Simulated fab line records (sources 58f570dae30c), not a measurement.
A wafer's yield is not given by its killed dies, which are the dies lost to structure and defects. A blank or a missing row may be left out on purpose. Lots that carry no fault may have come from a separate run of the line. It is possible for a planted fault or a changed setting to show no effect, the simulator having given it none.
Matching of chambers / flow berkeley-cmos170 / UCB170_M1_ETCH_11 on rie-diel-03 has 4 sister chambers
The step etches BARC in N2/H2. 4 wafers are shown with their chamber, then 7 later ones without.

WAFERS PAIRED WITH THEIR CHAMBERS
wafer=L263.6; chamber=2; drypump-motor-current-A (A)=5.6
wafer=L267.6; chamber=0; drypump-motor-current-A (A)=6.1
wafer=L269.5; chamber=3; drypump-motor-current-A (A)=5.0
wafer=L270.5; chamber=1; drypump-motor-current-A (A)=6.4

WAFERS WITHOUT THEIR CHAMBER
wafer=L270.6; drypump-motor-current-A (A)=6.1
wafer=L275.2; drypump-motor-current-A (A)=6.1
wafer=L275.3; drypump-motor-current-A (A)=5.6
wafer=L275.5; drypump-motor-current-A (A)=6.1
wafer=L276.4; drypump-motor-current-A (A)=5.0
wafer=L276.5; drypump-motor-current-A (A)=6.0
wafer=L276.6; drypump-motor-current-A (A)=6.4

THE CHAMBER EACH PASSED THROUGH
wafer=L270.6; from the rows above=0; in truth=0
wafer=L275.2; from the rows above=0; in truth=0
wafer=L275.3; from the rows above=2; in truth=2
wafer=L275.5; from the rows above=0; in truth=0
wafer=L276.4; from the rows above=3; in truth=3
wafer=L276.5; from the rows above=0; in truth=0
wafer=L276.6; from the rows above=1; in truth=1
7 of 7 placed correctly. Number that these rows cannot place: 0. Placed wrongly: 0.
How it was worked out, from the rows above alone: a wafer's distance from a chamber is the root of the sum, over the readings, of the square of ((its reading less the chamber's mean) divided by the reading's scatter). The wafer belongs to the nearest chamber; if the next one is less than 2 further off, it can't be placed. A chamber's mean is the mean of its shown wafers. The scatter: root of mean squared gap, hidden wafer to nearest shown wafer, with one shown wafer a chamber.
